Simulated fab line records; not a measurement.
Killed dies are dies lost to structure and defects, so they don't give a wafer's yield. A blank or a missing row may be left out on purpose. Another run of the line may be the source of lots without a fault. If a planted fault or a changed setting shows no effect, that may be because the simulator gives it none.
Split-lot trial	flow berkeley_cmos170	on a route of 331 steps: 5 lots, 23 wafers read

SPLIT DETAILS
At UCB170_NSD_IMPLANT_08, the setting energy_kev was moved away from the recipe's 40 on 8 of the 23 wafers read, by -5.1% to +5.7%. The other wafers ran this setting at the recipe's value.

FROM THE SPLIT TO THE READING: what the file shows between them, 5 steps
- UCB170_NSD_STRIP_09: strips in O2
- UCB170_NSD_TW_MEAS_10
- UCB170_NSD_CLEAN_11: cleans in SPM, time 600 s
- UCB170_BACKSIDE_HMDS_00: prime time 60 s
- UCB170_SDANNEAL_RTA_01: time 5.203 s

THE READING
NSD_RS in ohm/sq, measured at UCB170_SDANNEAL_RS_MEAS_03 by four-point-probe. On this fab line, fault-free wafers typically give 37.16 ohm/sq with a standard deviation of 0.098 ohm/sq.

wafer	tool, chamber at the split	energy_kev as run	against the recipe	NSD_RS, ohm/sq	against lot-mates on the recipe
L075.1	implanter-03, 0	37.96	-5.1%	37.67	+0.58
L075.2	implanter-03, 0	40	recipe	37.09	-
L075.3	implanter-03, 0	37.96	-5.1%	37.83	+0.74
L075.4	implanter-03, 0	40	recipe	37.09	-
L075.6	implanter-03, 0	37.96	-5.1%	37.72	+0.63
L078.1	implanter-03, 0	38.68	-3.3%	37.57	+0.26
L078.2	implanter-03, 0	40	recipe	37.31	-
L078.3	implanter-03, 0	38.68	-3.3%	37.60	+0.29
L078.5	implanter-03, 0	38.68	-3.3%	37.58	+0.27
L078.6	implanter-03, 0	40	recipe	37.31	-
L080.1	implanter-01, 0	40	recipe	37.09	-
L080.2	implanter-01, 0	40	recipe	37.15	-
L080.4	implanter-01, 0	40	recipe	37.23	-
L080.5	implanter-01, 0	42.29	+5.7%	36.51	-0.65
L080.6	implanter-01, 0	42.29	+5.7%	36.50	-0.66
L082.2	implanter-04, 0	40	recipe	37.14	-
L082.3	implanter-04, 0	40	recipe	37.18	-
L082.6	implanter-04, 0	40	recipe	37.19	-
L085.2	implanter-03, 0	40	recipe	37.28	-
L085.3	implanter-03, 0	40	recipe	37.22	-
L085.4	implanter-03, 0	40	recipe	37.32	-
L085.5	implanter-03, 0	40	recipe	37.30	-
L085.6	implanter-03, 0	40	recipe	37.35	-

THE FIT
A straight line over all 23 wafers: NSD_RS changes by -0.113 ohm/sq for each +1% of energy_kev; r = -0.97; the points scatter about the line by 0.083 ohm/sq.
The same after taking each lot's own level away (the mean of its wafers on the recipe; 23 wafers): -0.114 ohm/sq for each +1%; r = -0.98; scatter 0.062 ohm/sq.
Per that fit: largest energy_kev move, reading shift of 0.66 ohm/sq.
The lots' own levels span 37.090 to 37.310 ohm/sq, that is 2.2 times the standard deviation above.
Consequently the slope shifts little with the lot-to-lot level, the two slopes agreeing.
Check: -0.665 ohm/sq against its lot-mates is what the line predicts for one of the wafers moved furthest among these (+5.7%) when that wafer is left out of the fit. Against them it came out at -0.647 ohm/sq.

FURTHER SPLITS ON THESE WAFERS
These wafers also went through other splits before the reading. Each is held against what the fit with the lots' levels taken away leaves over:
other split on the same wafers	wafers away from the commonest value	r with NSD_RS (lot level and that fit taken away)
UCB170_NLDD_PEB_04 peb_temp_c	5	+0.18
UCB170_NSD_PEB_04 peb_temp_c	7	-0.20

THE WHOLE CHAIN: every reading that the file lists as answering this split, in the file's order
step	what it does	reading	change (the file's fit)	r (the file's)
UCB170_NSD_IMPLANT_08		implant.rp_nm (the simulator's own value, which no gauge read)	+0.471 nm for each +1% of the setting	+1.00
UCB170_NSD_IMPLANT_08		implant.drp_nm (the simulator's own value, which no gauge read)	+0.18 nm for each +1% of the setting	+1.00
UCB170_NSD_STRIP_09	strips in O2	strip_time_to_endpoint_s	withheld for each +1% of the setting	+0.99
UCB170_NSD_TW_MEAS_10		NSD_TW	+11.7 for each +1% of the setting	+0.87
UCB170_SDANNEAL_RS_MEAS_03	measures by four-point-probe	NSD_RS	-0.114 for each +1% of the setting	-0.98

FILE'S OWN FIT
NSD_RS changes by -0.114 ohm/sq for each +1% of energy_kev, r = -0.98.
